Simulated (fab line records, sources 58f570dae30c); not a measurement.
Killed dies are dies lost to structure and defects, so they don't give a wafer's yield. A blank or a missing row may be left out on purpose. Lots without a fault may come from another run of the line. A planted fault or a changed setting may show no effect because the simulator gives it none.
A struck lot beside a sound one | flow berkeley_cmos170 | 17 steps out of a route of 331
Sound: wafers L451.1, L451.2, L451.6. Struck: wafers L463.2, L463.3, L463.5. The cause comes at the end.
At each step with rows: each side's tool, then ch and its chambers, then its first start. Under that, the readings that differ: sound wafers | struck wafers | difference of the means | sigmas: that difference in standard deviations of wafers without a fault.
alike: readings whose means differ by less than 2 such deviations, and words and numbers that are the same on both sides. not compared: withheld readings, readings that some wafer has no value for, bounds like >300 that may hide the same value, and numbers for which the record gives no deviation and whose values overlap.
The two part at a step that has a row with sigmas, a row that says differs or no value, or rows on one side only. Numbers that don't overlap but have no deviation are shown without sigmas and don't part them. A reading that every wafer of one side lacks parts them only if that side has two wafers or more.

UCB170_GATE_THK_MEAS_02:
  sound on film_metro-02, day 6 02:46; struck on film_metro-04, day 8 05:03
  alike: GATE_OXIDE_THK
then, 2 steps without rows for these wafers: UCB170_GATE_ANNEAL_03 (time 1800 s); UCB170_GATE_CVD_04 (deposits poly-Si from SiH4, time 1440 s, target thk 214 nm).
UCB170_GATE_THK_MEAS_05:
  sound on film_metro-03, day 6 09:47; struck on film_metro-02, day 8 12:09
  reading            | sound             | struck            | difference | sigmas
  GATE_POLY_THK (nm) | 217.9 218.5 217.9 | 212.5 211.6 212.2 | -6.0       | -3
then, 6 steps without rows for these wafers: UCB170_GATE_COAT_06; UCB170_GATE_COAT_07 (resist thk 900 nm); UCB170_GATE_SOFTBAKE_08 (time 60 s); UCB170_GATE_EXPOSE_09 (exposes mask POLY, target cd 350 nm); UCB170_GATE_PEB_10; UCB170_GATE_DEVELOP_11 (develop time 45 s).
UCB170_GATE_CD_MEAS_12: target cd 350 nm.
  sound on cd_sem-02, day 6 11:40; struck on cd_sem-01, day 8 13:47
  alike: cd_nm
UCB170_GATE_OVL_MEAS_13:
  sound on overlay-02, day 6 11:47; struck on overlay-01, day 8 13:53
  alike: GATE_OVL
UCB170_GATE_ETCH_14: etches BARC in N2/H2.
  sound on rie_diel-03 ch 2,3, day 6 11:49; struck on rie_diel-03 ch 1,3, day 8 13:55
  no value came back on the struck wafers for any of 6 readings (bias_w (W), chamber_pressure_mTorr (mTorr) and others); on the sound wafers bias_w (W) reads 102.76 102.22 102.38
UCB170_GATE_ETCH_15: etches poly-Si in HBr/Cl2, stops on SiO2, time 56.3 s, target depth 278.2 nm.
  sound on rie_si-01 ch 1,2,3, day 6 11:52; struck on rie_si-01 ch 0,2, day 8 13:58
  reading               | sound             | struck            | difference | sigmas
  oes_product_au (a.u.) | 0.827 0.848 0.818 | 0.278 0.279 0.270 | -0.555     | -46
  alike: HBr_flow_sccm, bias_w, drypump_motor_current_A, throttle_valve_pct
  not compared: rf_hours_counter_h
UCB170_GATE_STRIP_16: strips in O2.
  sound on plasma_asher-03 ch 0,1, day 6 11:55; struck on plasma_asher-03 ch 0,1, day 8 14:01
  alike: drypump_motor_current_A, oes_product_au
  not compared: rf_hours_counter_h
UCB170_GATE_CD_MEAS_90: target cd 350 nm.
  sound on cd_sem-02, day 6 12:02; struck on cd_sem-02, day 8 14:11
  reading    | sound             | struck | difference                    | sigmas
  cd_nm (nm) | 348.8 349.1 349.9 | - - -  | no value on the struck wafers |
then, 1 step without rows for these wafers: UCB170_GATE_CLEAN_17 (cleans in SPM, time 600 s).

WHERE THEY PART
First at UCB170_GATE_THK_MEAS_05; last, within this record, at UCB170_GATE_CD_MEAS_90.

WHY: what the simulator had put in
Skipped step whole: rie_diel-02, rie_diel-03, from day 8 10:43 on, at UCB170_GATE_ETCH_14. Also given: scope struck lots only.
